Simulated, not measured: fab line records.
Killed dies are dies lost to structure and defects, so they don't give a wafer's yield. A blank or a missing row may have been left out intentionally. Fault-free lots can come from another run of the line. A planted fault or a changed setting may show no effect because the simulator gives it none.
fab line records + flow ritCmos
[record]
- lots = 13
- wafers = 39
- lastDay = 7
route steps=202 shown NSD@137 PSD@151 SILICIDE@167 CONTACT@183 M1@202
lots that met no fault: taken from a fault-free run of the same line
startH: the number of hours between the record's first day and the start of the first shown wafer of the lot + waitH: time in hours since the lot's previous step + " unchanged from the row above + L1.1+2: one row covering several wafers at once + - either no value or no given start + * or withheld: withheld + < > ~ a bound
route shown NAME@n: names a module that has steps shown in the file, with the first one's number in the route + usual: the fault-free wafers' mean and standard deviation + same: alike in all rows + chamber/n: place in a boat + sites: each site's reading + _std_site: the values' standard deviation + _edge_site: mean of outer sites minus mean of inner sites + radiusMm: for every site, how far away it sits from the centre of the wafer + mask NAME#n: copy n + behind: the tool/chamber that last shaped the wafer + hold: the reason the lot was held/the length of the hold in hours/how it ended + device: whichever transistor did not switch (one of n, p or np) + end of line: tests run on the same wafers once the route is complete + a step with no rows: only its recipe + killed: count of dies lost to structure and defects at first sort (not the wafer's yield) + map: dies across one wafer; x = killed, . = not, _ = none there
set.NAME: setting as actually run; set.NAME@STEP: the setting as run at that earlier step + model.NAME: the simulator's own value behind a step, which no gauge read
steps of the route over a sample of lots; a table a step, a row a wafer
services: when a tool's chamber went out of use (startH, in hours from the record's first day, below 0 if earlier), for how many hours, and the reason
[[steps]]
[step RIT_NSD_OVL_MEAS_06]
[usual]
- NSD_OVL = 0.4/1.5
| lot.wafer | tool       | chamber | startH | waitH | NSD_OVL[nm] |
|-----------|------------|---------|--------|-------|-------------|
| L625.2    | overlay-01 | -       | 52.25  | -     | 1.0         |
| L625.4    | "          | -       | "      | "     | 1.1         |
| L625.6    | "          | -       | "      | "     | 0.9         |
| L627.3    | overlay-02 | -       | 63.18  | -     | -3.0        |
| L627.5    | "          | -       | "      | "     | -1.2        |
| L627.6    | "          | -       | "      | "     | -0.7        |
| L629.2    | overlay-02 | -       | 70.08  | -     | -0.5        |
| L629.3    | "          | -       | "      | "     | 0.7         |
| L629.5    | "          | -       | "      | "     | 0.7         |
| L631.2    | overlay-01 | -       | 78.55  | -     | 1.8         |
| L631.4    | "          | -       | "      | "     | -0.3        |
| L631.6    | "          | -       | "      | "     | 0.1         |
| L632.1    | overlay-01 | -       | 83.29  | -     | -1.1        |
| L632.2    | "          | -       | "      | "     | 0.1         |
| L632.3    | "          | -       | "      | "     | -0.8        |
| L633.1    | overlay-01 | -       | 91.75  | -     | -0.4        |
| L633.5    | "          | -       | "      | "     | 0.3         |
| L633.6    | "          | -       | "      | "     | -1.9        |
| L634.2    | overlay-01 | -       | 94.15  | -     | 1.0         |
| L634.3    | "          | -       | "      | "     | 1.4         |
| L634.6    | "          | -       | "      | "     | 1.5         |
| L635.1    | overlay-01 | -       | 101.21 | -     | 1.0         |
| L635.2    | "          | -       | "      | "     | 2.2         |
| L635.6    | "          | -       | "      | "     | 0.3         |
| L638.1    | overlay-01 | -       | 113.02 | -     | 1.6         |
| L638.4    | "          | -       | "      | "     | -0.5        |
| L638.6    | "          | -       | "      | "     | 0.0         |
| L639.1    | overlay-02 | -       | 125.79 | -     | -0.3        |
| L639.3    | "          | -       | "      | "     | -1.0        |
| L639.4    | "          | -       | "      | "     | -0.6        |
| L640.2    | overlay-02 | -       | 132.55 | -     | -0.1        |
| L640.3    | "          | -       | "      | "     | 0.9         |
| L640.4    | "          | -       | "      | "     | 0.4         |
| L645.1    | overlay-02 | -       | 156.37 | -     | 0.9         |
| L645.4    | "          | -       | "      | "     | 1.6         |
| L645.5    | "          | -       | "      | "     | 2.3         |
| L646.2    | overlay-02 | -       | 160.41 | -     | -0.4        |
| L646.3    | "          | -       | "      | "     | 0.2         |
| L646.4    | "          | -       | "      | "     | 0.2         |
[step RIT_PSD_STRIP_09]
[recipe]
- chemistry = O2
- timeS = 180
- resist = NOVOLAK
- platenTempC = withheld
- powerW = 500
- pressureMtorr = 4000
- o2FlowSccm = 4000
[usual]
- drypumpMotorCurrentA = 6.03/0.19
[same]
- timeS = 180
| lot.wafer | tool           | chamber | startH | waitH | drypumpMotorCurrentA | rfHoursCounterH |
|-----------|----------------|---------|--------|-------|----------------------|-----------------|
| L625.2    | plasmaAsher-04 | 1       | 54.19  | 0.1   | 6.42                 | 37              |
| L625.4    | "              | 0       | "      | "     | 6.09                 | -               |
| L625.6    | "              | 1       | "      | "     | 6.40                 | -               |
| L627.3    | plasmaAsher-03 | 0       | 65.28  | 0.1   | 6.14                 | -               |
| L627.5    | "              | 1       | "      | "     | 5.96                 | -               |
| L627.6    | "              | 0       | "      | "     | 6.17                 | -               |
| L629.2    | plasmaAsher-03 | 1       | 71.83  | 0.1   | 5.98                 | 29              |
| L629.3    | "              | 1       | "      | "     | 5.96                 | -               |
| L629.5    | "              | 1       | "      | "     | 5.97                 | -               |
| L631.2    | plasmaAsher-03 | 1       | 80.47  | 0.1   | 5.96                 | 30              |
| L631.4    | "              | 0       | "      | "     | 6.16                 | -               |
| L631.6    | "              | 0       | "      | "     | 6.15                 | -               |
| L632.1    | plasmaAsher-03 | 0       | 85.17  | 0.1   | 6.15                 | 31              |
| L632.2    | "              | 1       | "      | "     | 5.96                 | 31              |
| L632.3    | "              | 1       | "      | "     | 5.95                 | -               |
| L633.1    | plasmaAsher-02 | 0       | 93.51  | 0.1   | 6.06                 | 45              |
| L633.5    | "              | 0       | "      | "     | 6.06                 | -               |
| L633.6    | "              | 1       | "      | "     | 5.67                 | -               |
| L634.2    | plasmaAsher-04 | 1       | 96.23  | 0.1   | 6.37                 | 42              |
| L634.3    | "              | 1       | "      | "     | 6.40                 | -               |
| L634.6    | "              | 0       | "      | "     | 6.06                 | -               |
| L635.1    | plasmaAsher-02 | 0       | 103.38 | 0.1   | 6.04                 | 46              |
| L635.2    | "              | 1       | "      | "     | 5.72                 | 46              |
| L635.6    | "              | 1       | "      | "     | 5.70                 | -               |
| L638.1    | plasmaAsher-03 | 1       | 114.84 | 0.1   | 5.95                 | 35              |
| L638.4    | "              | 0       | "      | "     | 6.17                 | -               |
| L638.6    | "              | 0       | "      | "     | 6.16                 | -               |
| L639.1    | plasmaAsher-02 | 1       | 127.85 | 0.2   | 5.67                 | 1               |
| L639.3    | "              | 0       | "      | "     | 6.03                 | -               |
| L639.4    | "              | 1       | "      | "     | 5.70                 | -               |
| L640.2    | plasmaAsher-04 | 1       | 134.52 | 0.1   | 6.42                 | 47              |
| L640.3    | "              | 0       | "      | "     | 6.01                 | -               |
| L640.4    | "              | 1       | "      | "     | 6.46                 | -               |
| L645.1    | plasmaAsher-02 | 1       | 158.30 | 0.1   | 5.72                 | 4               |
| L645.4    | "              | 0       | "      | "     | 6.02                 | -               |
| L645.5    | "              | 0       | "      | "     | 6.04                 | -               |
| L646.2    | plasmaAsher-03 | 0       | 162.40 | 0.1   | 6.15                 | 40              |
| L646.3    | "              | 1       | "      | "     | 5.99                 | -               |
| L646.4    | "              | 0       | "      | "     | 6.15                 | -               |
[step RIT_SILICIDE_RTA_06]
[recipe]
- tempC = 750
- timeS = 10
- idleTempC = 25
- rampUpS = 5
- rampDownS = 10
- coolToC = 25
- ambient = N2
[usual]
- wafer_temp_C_max = 754.1/0.87
[same]
- timeS = 10
| lot.wafer | tool         | chamber | startH | waitH | wafer_temp_C_max |
|-----------|--------------|---------|--------|-------|------------------|
| L625.2    | rtpAnneal-02 | 0       | 55.80  | 0.0   | 753.4            |
| L625.4    | "            | 0       | "      | "     | 754.1            |
| L625.6    | "            | 0       | "      | "     | 754.0            |
| L627.3    | rtpAnneal-02 | 0       | 67.18  | 0.0   | 753.9            |
| L627.5    | "            | 0       | "      | "     | 756.6            |
| L627.6    | "            | 0       | "      | "     | 753.1            |
| L629.2    | rtpAnneal-02 | 0       | 73.44  | 0.0   | 754.5            |
| L629.3    | "            | 0       | "      | "     | 753.9            |
| L629.5    | "            | 0       | "      | "     | 753.7            |
| L631.2    | rtpAnneal-02 | 0       | 82.22  | 0.0   | 753.7            |
| L631.4    | "            | 0       | "      | "     | 755.8            |
| L631.6    | "            | 0       | "      | "     | 753.3            |
| L632.1    | rtpAnneal-01 | 0       | 86.78  | 0.0   | 754.1            |
| L632.2    | "            | 0       | "      | "     | 753.5            |
| L632.3    | "            | 0       | "      | "     | 753.1            |
| L633.1    | rtpAnneal-02 | 0       | 96.34  | 0.0   | 753.1            |
| L633.5    | "            | 0       | "      | "     | 754.3            |
| L633.6    | "            | 0       | "      | "     | 753.5            |
| L634.2    | rtpAnneal-01 | 0       | 97.93  | 0.0   | 752.7            |
| L634.3    | "            | 0       | "      | "     | 754.3            |
| L634.6    | "            | 0       | "      | "     | 756.0            |
| L635.1    | rtpAnneal-02 | 0       | 104.98 | 0.0   | 753.9            |
| L635.2    | "            | 0       | "      | "     | 753.5            |
| L635.6    | "            | 0       | "      | "     | 754.7            |
| L638.1    | rtpAnneal-01 | 0       | 116.43 | 0.0   | 753.8            |
| L638.4    | "            | 0       | "      | "     | 753.5            |
| L638.6    | "            | 0       | "      | "     | 755.3            |
| L639.1    | rtpAnneal-02 | 0       | 129.44 | 0.0   | 754.1            |
| L639.3    | "            | 0       | "      | "     | 753.0            |
| L639.4    | "            | 0       | "      | "     | 753.5            |
| L640.2    | rtpAnneal-01 | 0       | 136.13 | 0.0   | 753.5            |
| L640.3    | "            | 0       | "      | "     | 753.2            |
| L640.4    | "            | 0       | "      | "     | 755.3            |
| L645.1    | rtpAnneal-02 | 0       | 159.94 | 0.0   | 754.7            |
| L645.4    | "            | 0       | "      | "     | 753.9            |
| L645.5    | "            | 0       | "      | "     | 755.3            |
| L646.2    | rtpAnneal-01 | 0       | 164.04 | 0.0   | 753.2            |
| L646.3    | "            | 0       | "      | "     | 753.6            |
| L646.4    | "            | 0       | "      | "     | 753.2            |
[step RIT_CONTACT_CLEAN_14]
[recipe]
- chemistry = SC2
- mix = 3:3:50
- timeS = 600
- tempC = 75
- dry = n2Spin
[usual]
- bathGuardTempC = 75.2/0.44
[same]
- timeS = 600
| lot.wafer | tool        | chamber | startH | waitH | bathGuardTempC |
|-----------|-------------|---------|--------|-------|----------------|
| L625.2    | wetBench-04 | 3       | 57.90  | 0.0   | 75.5           |
| L625.4    | "           | 3       | "      | "     | 75.5           |
| L625.6    | "           | 3       | "      | "     | 75.8           |
| L627.3    | wetBench-03 | 3       | 69.28  | 0.0   | 75.2           |
| L627.5    | "           | 3       | "      | "     | 75.7           |
| L627.6    | "           | 3       | "      | "     | 75.3           |
| L629.2    | wetBench-03 | 2       | 75.58  | 0.0   | 74.9           |
| L629.3    | "           | 2       | "      | "     | 74.7           |
| L629.5    | "           | 2       | "      | "     | 74.6           |
| L631.2    | wetBench-03 | 2       | 84.45  | 0.0   | 75.0           |
| L631.4    | "           | 2       | "      | "     | 74.8           |
| L631.6    | "           | 2       | "      | "     | 75.1           |
| L632.1    | wetBench-04 | 3       | 88.91  | 0.0   | 75.3           |
| L632.2    | "           | 3       | "      | "     | 75.7           |
| L632.3    | "           | 3       | "      | "     | 75.6           |
| L633.1    | wetBench-04 | 2       | 98.63  | 0.0   | 74.8           |
| L633.5    | "           | 2       | "      | "     | 75.1           |
| L633.6    | "           | 2       | "      | "     | 75.3           |
| L634.2    | wetBench-03 | 2       | 100.33 | 0.0   | 74.8           |
| L634.3    | "           | 2       | "      | "     | 75.0           |
| L634.6    | "           | 2       | "      | "     | 75.1           |
| L635.1    | wetBench-02 | 1       | 107.32 | 0.0   | 75.0           |
| L635.2    | "           | 1       | "      | "     | 74.4           |
| L635.6    | "           | 1       | "      | "     | 74.5           |
| L638.1    | wetBench-02 | 2       | 118.55 | 0.0   | 75.2           |
| L638.4    | "           | 2       | "      | "     | 75.0           |
| L638.6    | "           | 2       | "      | "     | 75.2           |
| L639.1    | wetBench-04 | 3       | 131.55 | 0.0   | 75.3           |
| L639.3    | "           | 3       | "      | "     | 75.1           |
| L639.4    | "           | 3       | "      | "     | 75.5           |
| L640.2    | wetBench-02 | 0       | 138.23 | 0.0   | 75.1           |
| L640.3    | "           | 0       | "      | "     | 75.5           |
| L640.4    | "           | 0       | "      | "     | 75.6           |
| L645.1    | wetBench-04 | 3       | 162.15 | 0.0   | 75.4           |
| L645.4    | "           | 3       | "      | "     | 75.2           |
| L645.5    | "           | 3       | "      | "     | 75.4           |
| L646.2    | wetBench-03 | 1       | 166.39 | 0.0   | 76.1           |
| L646.3    | "           | 1       | "      | "     | 76.1           |
| L646.4    | "           | 1       | "      | "     | 76.0           |
[step RIT_M1_PROBE_99]
[usual]
- killedAtContacts = 0.0/0.2
- killedAtFrontEnd = 6.6/2.8
- killedDies = 6.6/2.8
- killedOnRim = 1.8/1.2
- killedOpen = 3.3/1.9
- killedShort = 3.2/1.8
[same]
- grossDies = 264
- killed_at_M0_to_M3 = 0
- killed_at_M4_up = 0
- killedAtBackSide = 0
- killedAtOther = 0
| lot.wafer | tool      | chamber | startH | waitH | killedAtContacts | killedAtFrontEnd | killedDies | killedOnRim | killedOpen | killedShort |
|-----------|-----------|---------|--------|-------|------------------|------------------|------------|-------------|------------|-------------|
| L625.2    | prober-02 | -       | 62.46  | 0.1   | 0                | 6                | 6          | 1           | 4          | 2           |
| L625.4    | prober-02 | -       | 62.56  | 0.2   | 0                | 8                | 8          | 1           | 5          | 3           |
| L625.6    | prober-02 | -       | 62.66  | 0.2   | 0                | 7                | 7          | 3           | 4          | 3           |
| L627.3    | prober-02 | -       | 73.69  | 0.2   | 0                | 2                | 2          | 0           | 0          | 2           |
| L627.5    | prober-02 | -       | 73.79  | 0.2   | 0                | 10               | 10         | 1           | 3          | 7           |
| L627.6    | prober-02 | -       | 73.84  | 0.2   | 0                | 5                | 5          | 2           | 3          | 2           |
| L629.2    | prober-02 | -       | 79.87  | 0.1   | 0                | 10               | 10         | 2           | 7          | 3           |
| L629.3    | prober-02 | -       | 79.92  | 0.2   | 0                | 5                | 5          | 1           | 4          | 1           |
| L629.5    | prober-02 | -       | 80.02  | 0.2   | 0                | 7                | 7          | 1           | 5          | 2           |
| L631.2    | prober-02 | -       | 88.72  | 0.1   | 0                | 8                | 8          | 4           | 4          | 4           |
| L631.4    | prober-02 | -       | 88.82  | 0.2   | 0                | 8                | 8          | 1           | 3          | 5           |
| L631.6    | prober-02 | -       | 88.92  | 0.2   | 1                | 10               | 11         | 2           | 5          | 6           |
| L632.1    | prober-01 | -       | 93.23  | 0.1   | 0                | 6                | 6          | 2           | 3          | 3           |
| L632.2    | prober-01 | -       | 93.28  | 0.1   | 0                | 9                | 9          | 4           | 4          | 5           |
| L632.3    | prober-01 | -       | 93.33  | 0.2   | 0                | 5                | 5          | 1           | 2          | 2           |
| L633.1    | prober-02 | -       | 102.82 | 0.1   | 1                | 3                | 4          | 1           | 3          | 1           |
| L633.5    | prober-02 | -       | 103.02 | 0.2   | 0                | 6                | 6          | 2           | 3          | 3           |
| L633.6    | prober-02 | -       | 103.07 | 0.2   | 0                | 2                | 2          | 1           | 1          | 1           |
| L634.2    | prober-01 | -       | 105.06 | 0.1   | 0                | 4                | 4          | 2           | 2          | 2           |
| L634.3    | prober-01 | -       | 105.11 | 0.2   | 0                | 7                | 7          | 3           | 5          | 2           |
| L634.6    | prober-01 | -       | 105.26 | 0.2   | 0                | 6                | 6          | 2           | 2          | 4           |
| L635.1    | prober-02 | -       | 111.51 | 0.1   | 0                | 9                | 9          | 2           | 4          | 5           |
| L635.2    | prober-02 | -       | 111.56 | 0.1   | 0                | 3                | 3          | 0           | 0          | 3           |
| L635.6    | prober-02 | -       | 111.76 | 0.2   | 0                | 5                | 5          | 2           | 3          | 2           |
| L638.1    | prober-01 | -       | 122.87 | 0.1   | 0                | 6                | 6          | 2           | 4          | 2           |
| L638.4    | prober-01 | -       | 123.02 | 0.2   | 0                | 7                | 7          | 2           | 4          | 3           |
| L638.6    | prober-01 | -       | 123.12 | 0.2   | 0                | 10               | 10         | 1           | 4          | 6           |
| L639.1    | prober-02 | -       | 135.87 | 0.1   | 0                | 7                | 7          | 1           | 3          | 4           |
| L639.3    | prober-02 | -       | 135.97 | 0.2   | 0                | 12               | 12         | 3           | 7          | 4           |
| L639.4    | prober-02 | -       | 136.02 | 0.2   | 0                | 5                | 5          | 2           | 2          | 3           |
| L640.2    | prober-01 | -       | 142.73 | 0.1   | 0                | 1                | 1          | 1           | 1          | 0           |
| L640.3    | prober-01 | -       | 142.78 | 0.2   | 0                | 5                | 5          | 2           | 2          | 3           |
| L640.4    | prober-01 | -       | 142.83 | 0.2   | 0                | 10               | 10         | 3           | 5          | 5           |
| L645.1    | prober-02 | -       | 167.64 | 0.1   | 0                | 3                | 3          | 1           | 2          | 1           |
| L645.4    | prober-02 | -       | 167.79 | 0.2   | 0                | 8                | 8          | 4           | 4          | 4           |
| L645.5    | prober-02 | -       | 167.84 | 0.2   | 0                | 1                | 1          | 0           | 1          | 0           |
| L646.2    | prober-01 | -       | 170.68 | 0.1   | 16               | 10               | 26         | 9           | 3          | 6           |
| L646.3    | prober-01 | -       | 170.73 | 0.2   | 16               | 6                | 22         | 9           | 3          | 2           |
| L646.4    | prober-01 | -       | 170.78 | 0.2   | 19               | 7                | 26         | 10          | 3          | 4           |
// killed by level:class
L625.2 SPACER:geometricParticle:open=2 SILICIDE:geometricParticle:open=2 FOX1:geometricParticle:short=1 GATE:geometricParticle:short=1
L625.4 FOX1:geometricParticle:open=2 SPACER:geometricParticle:short=2 SPACER:geometricParticle:open=2 FOX2:geometricParticle:open=1 SILICIDE:geometricParticle:short=1
L625.6 FOX1:geometricParticle:open=2 ACTIVE:geometricParticle:open=1 FOX1:geometricParticle:short=1 GATE:geometricParticle:short=1 GATE:geometricParticle:open=1 SPACER:geometricParticle:short=1
L627.3 GATE:geometricParticle:short=1 SPACER:geometricParticle:short=1
L627.5 GATE:geometricParticle:short=3 GATE:geometricParticle:open=2 SPACER:geometricParticle:short=2 SILICIDE:geometricParticle:short=2 SILICIDE:geometricParticle:open=1
L627.6 FOX1:geometricParticle:short=1 FOX1:geometricParticle:open=1 GATE:geometricParticle:open=1 GATE:geometricParticle:short=1 SPACER:geometricParticle:open=1
L629.2 REOX:geometricParticle:open=3 GATE:geometricParticle:open=2 FOX1:geometricParticle:short=1 FOX1:geometricParticle:open=1 GATE:geometricParticle:short=1 REOX:geometricParticle:short=1 SILICIDE:geometricParticle:open=1
L629.3 GATE:geometricParticle:open=3 FOX1:geometricParticle:short=1 SPACER:geometricParticle:open=1
L629.5 GATE:geometricParticle:open=2 REOX:geometricParticle:open=1 SPACER:geometricParticle:open=1 SPACER:geometricParticle:short=1 SILICIDE:geometricParticle:open=1 SILICIDE:geometricParticle:short=1
L631.2 FOX2:geometricParticle:open=2 FOX1:geometricParticle:short=1 FOX2:geometricParticle:short=1 GATE:geometricParticle:open=1 REOX:geometricParticle:short=1 SPACER:geometricParticle:short=1 SPACER:geometricParticle:open=1
L631.4 SPACER:geometricParticle:short=3 FOX2:geometricParticle:open=2 FOX2:geometricParticle:short=1 SPACER:geometricParticle:open=1 SILICIDE:geometricParticle:short=1
L631.6 SPACER:geometricParticle:open=2 FOX1:geometricParticle:open=1 FOX2:geometricParticle:open=1 FOX2:geometricParticle:short=1 GATE:geometricParticle:short=1 REOX:geometricParticle:short=1 SILICIDE:geometricParticle:open=1 SPACER:geometricParticle:short=1
L632.1 FOX1:geometricParticle:short=2 GATE:geometricParticle:open=2 FOX2:geometricParticle:short=1 SILICIDE:geometricParticle:open=1
L632.2 SPACER:geometricParticle:open=3 FOX1:geometricParticle:short=2 FOX2:geometricParticle:short=1 FOX2:geometricParticle:open=1 REOX:geometricParticle:short=1 SILICIDE:geometricParticle:short=1
L632.3 GATE:geometricParticle:open=2 GATE:geometricParticle:short=1 REOX:geometricParticle:short=1 NWELL:coatMicrobubblePrinted=1
L633.1 FOX1:geometricParticle:open=1 FOX2:geometricParticle:short=1 SPACER:geometricParticle:open=1 CONTACT:geometricParticle:open=1
L633.5 GATE:geometricParticle:short=2 GATE:geometricParticle:open=2 FOX1:geometricParticle:open=1 FOX1:geometricParticle:short=1
L633.6 REOX:geometricParticle:open=1 SPACER:geometricParticle:short=1
L634.2 SPACER:geometricParticle:short=2 REOX:geometricParticle:open=1 SPACER:geometricParticle:open=1
L634.3 FOX1:geometricParticle:open=2 SPACER:geometricParticle:open=2 FOX2:geometricParticle:open=1 REOX:geometricParticle:short=1 SPACER:geometricParticle:short=1
L634.6 REOX:geometricParticle:short=2 GATE:geometricParticle:short=1 REOX:geometricParticle:open=1 SPACER:geometricParticle:open=1 SPACER:geometricParticle:short=1
L635.1 FOX1:geometricParticle:open=4 GATE:geometricParticle:short=4 FOX1:geometricParticle:short=1
L635.2 FOX1:geometricParticle:short=1 GATE:geometricParticle:short=1 SPACER:geometricParticle:short=1
L635.6 FOX1:geometricParticle:open=1 FOX1:geometricParticle:short=1 FOX2:geometricParticle:open=1 SILICIDE:geometricParticle:open=1 SILICIDE:geometricParticle:short=1
L638.1 GATE:geometricParticle:open=2 GATE:geometricParticle:short=1 REOX:geometricParticle:open=1 SPACER:geometricParticle:open=1 SILICIDE:geometricParticle:short=1
L638.4 GATE:geometricParticle:open=3 GATE:geometricParticle:short=2 REOX:geometricParticle:open=1 REOX:geometricParticle:short=1
L638.6 GATE:geometricParticle:short=3 REOX:geometricParticle:open=2 GATE:geometricParticle:open=1 REOX:geometricParticle:short=1 SPACER:geometricParticle:short=1 SPACER:geometricParticle:open=1 SILICIDE:geometricParticle:short=1
L639.1 REOX:geometricParticle:open=2 FOX1:geometricParticle:open=1 FOX2:geometricParticle:short=1 GATE:geometricParticle:short=1 REOX:geometricParticle:short=1 SPACER:geometricParticle:short=1
L639.3 GATE:geometricParticle:open=3 SPACER:geometricParticle:open=2 FOX1:geometricParticle:short=1 FOX2:geometricParticle:open=1 GATE:geometricParticle:short=1 REOX:geometricParticle:open=1 SPACER:geometricParticle:short=1 SILICIDE:geometricParticle:short=1
L639.4 GATE:geometricParticle:short=2 GATE:geometricParticle:open=1 SILICIDE:geometricParticle:open=1 SILICIDE:geometricParticle:short=1
L640.2 FOX2:geometricParticle:open=1
L640.3 FOX2:geometricParticle:short=2 GATE:geometricParticle:short=1 REOX:geometricParticle:open=1 SILICIDE:geometricParticle:open=1
L640.4 FOX2:geometricParticle:open=2 GATE:geometricParticle:short=2 SILICIDE:geometricParticle:short=2 FOX1:geometricParticle:open=1 FOX2:geometricParticle:short=1 GATE:geometricParticle:open=1 SILICIDE:geometricParticle:open=1
L645.1 GATE:geometricParticle:open=1 REOX:geometricParticle:open=1 SPACER:geometricParticle:short=1
L645.4 GATE:geometricParticle:open=2 SILICIDE:geometricParticle:short=2 FOX2:geometricParticle:open=1 GATE:geometricParticle:short=1 REOX:geometricParticle:short=1 SPACER:geometricParticle:open=1
L645.5 SILICIDE:geometricParticle:open=1
L646.2 CONTACT:unspecified=16 GATE:geometricParticle:short=3 FOX1:geometricParticle:short=2 GATE:geometricParticle:open=1 REOX:geometricParticle:open=1 REOX:geometricParticle:short=1 SPACER:geometricParticle:open=1 NLDD:coatMicrobubblePrinted=1
L646.3 CONTACT:unspecified=16 GATE:geometricParticle:open=2 GATE:geometricParticle:short=1 REOX:geometricParticle:short=1 REOX:geometricParticle:open=1 NLDD:coatMicrobubblePrinted=1
L646.4 CONTACT:unspecified=19 FOX1:geometricParticle:open=2 FOX2:geometricParticle:short=1 GATE:geometricParticle:short=1 SPACER:geometricParticle:short=1 SILICIDE:geometricParticle:open=1 SILICIDE:geometricParticle:short=1
[[services]]
| tool           | chamber | startH | hours | kind      |
|----------------|---------|--------|-------|-----------|
| plasmaAsher-02 | -       | 47.67  | 6.0   | repair    |
| plasmaAsher-03 | -       | 57.27  | 5.9   | repair    |
| plasmaAsher-02 | -       | 77.79  | 6.2   | repair    |
| wetBench-04    | -       | 94.48  | 1.9   | pm        |
| plasmaAsher-02 | -       | 108.75 | 9.0   | pm        |
| plasmaAsher-02 | 0       | 108.75 | 9.0   | ventCycle |
| plasmaAsher-02 | 1       | 108.75 | 9.0   | ventCycle |
| plasmaAsher-02 | 0       | 117.75 | -     | clean     |
| plasmaAsher-02 | 1       | 117.75 | -     | clean     |
[[key]]
[firstSign]
- step = RIT_M1_PROBE_99
- reading = killedAtContacts
- direction = up
- sigmas = 17
- usual = 0.0
- struck = 17
[effect]
- step = RIT_M1_PROBE_99
- reading = killedDies
- direction = up
- sigmas = 6.4
- usual = 6.6
- struck = 24.7
metAt RIT_CONTACT_CLEAN_14
struckLots L646
struckWafers L646.2,L646.3,L646.4
testerLeftOut L646
notActingAt RIT_NSD_OVL_MEAS_06,RIT_PSD_STRIP_09,RIT_SILICIDE_RTA_06
alsoFits time
[fault]
- kind = chamberParticleSource
- tool = wetBench-03
- chamber = 1
- onsetH = 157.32
- steps = RIT_CONTACT_CLEAN_14
- ratePerVisitCm2 = 0.73534
- endH = 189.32
// testerLeftOut: of these lots the tester's yield and bins aren't shown, on N5 and GAA mostly nor the transistor test; their killed dies are dies lost to structure and defects alone, not to doping, threshold or leakage, so they don't give the yield
